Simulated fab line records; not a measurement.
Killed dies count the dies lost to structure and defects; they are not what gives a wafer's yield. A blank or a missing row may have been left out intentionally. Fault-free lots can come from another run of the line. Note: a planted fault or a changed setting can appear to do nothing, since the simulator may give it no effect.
The tool behind it: which one?	flow rit_cmos	15 lots with 45 wafers sampled at 4 steps, on a route of 202 steps

## WHAT THE GAUGES SHOWED, per wafer
RIT_ACTIVE_THK_MEAS_04. Usual: for ACTIVE_NITRIDE_THK the level is 149.6 nm and the standard deviation is 1.5.
lot	measured	on	ACTIVE_NITRIDE_THK (nm)	flag
L125	day 1 14:23	film_metro-01	149.3 149.9 149.2	
L126	day 1 23:47	film_metro-04	151.5 151.1 150.9	
L127	day 2 01:55	film_metro-01	149.6 148.8 148.7	
L128	day 2 04:32	film_metro-03	149.0 150.0 148.0	
L129	day 2 09:32	film_metro-03	148.3 146.9 147.4	
L132	day 3 00:56	film_metro-01	149.2 148.9 147.6	
L137	day 4 01:32	film_metro-01	152.9 152.3 151.6	
L138	day 4 06:32	film_metro-03	151.2 151.0 149.8	
L139	day 4 11:32	film_metro-01	151.6 150.9 150.6	
L140	day 4 16:32	film_metro-03	151.1 150.7 150.1	
L141	day 4 21:32	film_metro-03	146.6 147.5 147.9	
L143	day 5 07:32	film_metro-01	149.1 150.2 148.4	
L145	day 5 17:58	film_metro-03	149.7 149.3 149.3	
L146	day 5 22:49	film_metro-04	147.9 149.7 149.6	
L148	day 6 08:32	film_metro-03	151.9 151.6 151.0	

RIT_REOX_THK_MEAS_04. Usual: for REOX_OXIDE_THK the level is 25.2 nm and the standard deviation is 0.56.
lot	measured	on	REOX_OXIDE_THK (nm)	flag
L125	day 2 16:14	film_metro-03	25.2 25.2 25.2	
L126	day 3 01:52	film_metro-02	25.1 25.2 25.7	
L127	day 3 04:22	film_metro-01	25.3 25.0 24.8	
L128	day 3 08:25	film_metro-03	25.0 25.0 24.9	
L129	day 3 12:28	film_metro-03	24.1 23.7 24.1	
L132	day 4 03:10	film_metro-02	24.9 25.1 25.2	
L137	day 5 03:50	film_metro-03	25.5 25.1 25.6	
L138	day 5 11:23	film_metro-01	24.7 25.0 24.8	
L139	day 5 16:46	film_metro-02	25.4 25.6 25.6	
L140	day 5 19:32	film_metro-03	25.3 25.3 25.4	
L141	day 6 01:17	film_metro-03	26.0 26.2 26.0	
L143	day 6 10:47	film_metro-02	25.6 25.3 25.2	
L145	day 6 20:23	film_metro-02	25.3 25.1 25.1	
L146	day 7 02:14	film_metro-01	24.1 24.4 24.6	
L148	day 7 11:50	film_metro-02	25.8 25.7 25.7	

RIT_M1_CD_MEAS_90 targets a cd of 2600 nm. Usual: cd_nm at 2598.3 nm, with a standard deviation of 2.5.
lot	measured	on	cd_nm (nm)	flag
L125	day 3 07:13	cd_sem-02	2599.0 2599.9 2598.8	
L126	day 3 16:28	cd_sem-02	2597.9 2600.5 2598.1	
L127	day 3 19:13	cd_sem-02	2600.0 2600.8 2599.4	
L128	day 3 22:56	cd_sem-02	2597.9 2597.8 2599.9	
L129	day 4 02:59	cd_sem-01	2598.0 2597.2 2598.5	
L132	day 4 18:08	cd_sem-01	2595.4 2597.5 2597.1	
L137	day 5 18:45	cd_sem-02	2603.5 2601.8 2601.2	
L138	day 6 02:55	cd_sem-01	2595.1 2596.7 2595.4	
L139	day 6 07:36	cd_sem-01	2594.0 2594.3 2594.7	
L140	day 6 10:10	cd_sem-02	2597.8 2599.8 2597.3	
L141	day 6 16:35	cd_sem-02	2595.1 2597.6 2597.8	
L143	day 7 01:41	cd_sem-02	2602.1 2601.4 2599.3	
L145	day 7 12:03	cd_sem-01	2597.6 2597.0 2597.3	
L146	day 7 17:41	cd_sem-01	2598.6 2597.9 2601.1	
L148	day 8 02:55	cd_sem-01	2597.6 2595.9 2595.1	

## WHAT TOOL EACH LOT RAN ON (gives the tool, then ch and the chambers of the sampled wafers, and finally the start)
lot	RIT_NWELL_SOFTBAKE_02
L125	litho_track-02 ch 0, day 1 20:46
L126	litho_track-02 ch 0, day 2 05:58
L127	litho_track-01 ch 0, day 2 08:05
L128	litho_track-04 ch 0, day 2 10:44
L129	litho_track-01 ch 0, day 2 16:36
L132	litho_track-02 ch 0, day 3 07:12
L137	litho_track-02 ch 0, day 4 07:52
L138	litho_track-02 ch 0, day 4 13:17
L139	litho_track-02 ch 0, day 4 18:41
L140	litho_track-04 ch 0, day 4 22:41
L141	litho_track-04 ch 0, day 5 03:41
L143	litho_track-01 ch 0, day 5 14:32
L145	litho_track-01 ch 0, day 6 00:08
L146	litho_track-04 ch 0, day 6 05:33
L148	litho_track-04 ch 0, day 6 15:40
- RIT_NWELL_SOFTBAKE_02: time 60 s.

## WHAT THE TOOLS THEMSELVES READ (means of the sampled wafers that have a number; where no wafer has one, the mark that the record gives instead)
RIT_NWELL_SOFTBAKE_02. Usual: chill_plate_temp_C 22.97 C, standard deviation 0.11; heater_power_total_W 34.57 W, standard deviation 0.05; run_length_s 89.29 s, standard deviation 0.17.
lot	tool	chill_plate_temp_C (C)	heater_power_total_W (W)	run_length_s (s)	flag
L125	litho_track-02	22.87	34.58	89.36	
L126	litho_track-02	23.13	34.58	89.52	
L127	litho_track-01	23.09	34.55	89.28	
L128	litho_track-04	22.95	34.54	89.14	
L129	litho_track-01	22.98	34.57	89.30	
L132	litho_track-02	23.02	34.60	89.56	
L137	litho_track-02	22.88	35.90	82.27	OFF
L138	litho_track-02	23.14	35.92	82.22	OFF
L139	litho_track-02	23.09	35.94	82.27	OFF
L140	litho_track-04	22.89	34.58	89.20	
L141	litho_track-04	22.93	34.59	89.04	
L143	litho_track-01	22.98	34.60	89.23	
L145	litho_track-01	22.94	34.58	89.29	
L146	litho_track-04	23.08	34.58	89.17	
L148	litho_track-04	22.95	34.54	89.19	

## THE ANSWER, worked out from the rows above alone
Rule: a lot counts as off when the mean over its wafers that have a number is more than 3 standard deviations away from the usual mean. Also off: a lot with no number at a reading for which 4 or more lots have one. Any other lot the step has rows for is counted as sound. Order of review: gauges by route order, followed by the tools' own readings, for which a lot's mean as printed above is used. The first step at which some lot is off is used, and at that step the reading that is off furthest; a lot without a number counts as furthest.
Off: L137, L138, L139 (RIT_NWELL_SOFTBAKE_02, run_length_s).
A tool fits if, at that step or a process step before it, it ran every lot that is off, and no sound lot after the first of them. One fits: litho_track-02 at RIT_NWELL_SOFTBAKE_02. Its last sound lot is L132 (day 3 07:12), its first lot that is off L137 (day 4 07:52): a fault that began between those two fits.
The tool's own readings at RIT_NWELL_SOFTBAKE_02 bear it out: on the lots that are off they differ by more than 5 times the standard deviation of the sound lots' means. heater_power_total_W reads 35.92 W there against 34.57 W on the sound lots; run_length_s reads 82.25 s there against 89.27 s on the sound lots.

## WHAT THE SIMULATOR HAD INSERTED
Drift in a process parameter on litho_track-02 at RIT_NWELL_SOFTBAKE_02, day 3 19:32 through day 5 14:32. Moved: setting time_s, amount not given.
Lots struck among those shown: L137, L138, L139. The rule given above showed the same thing.
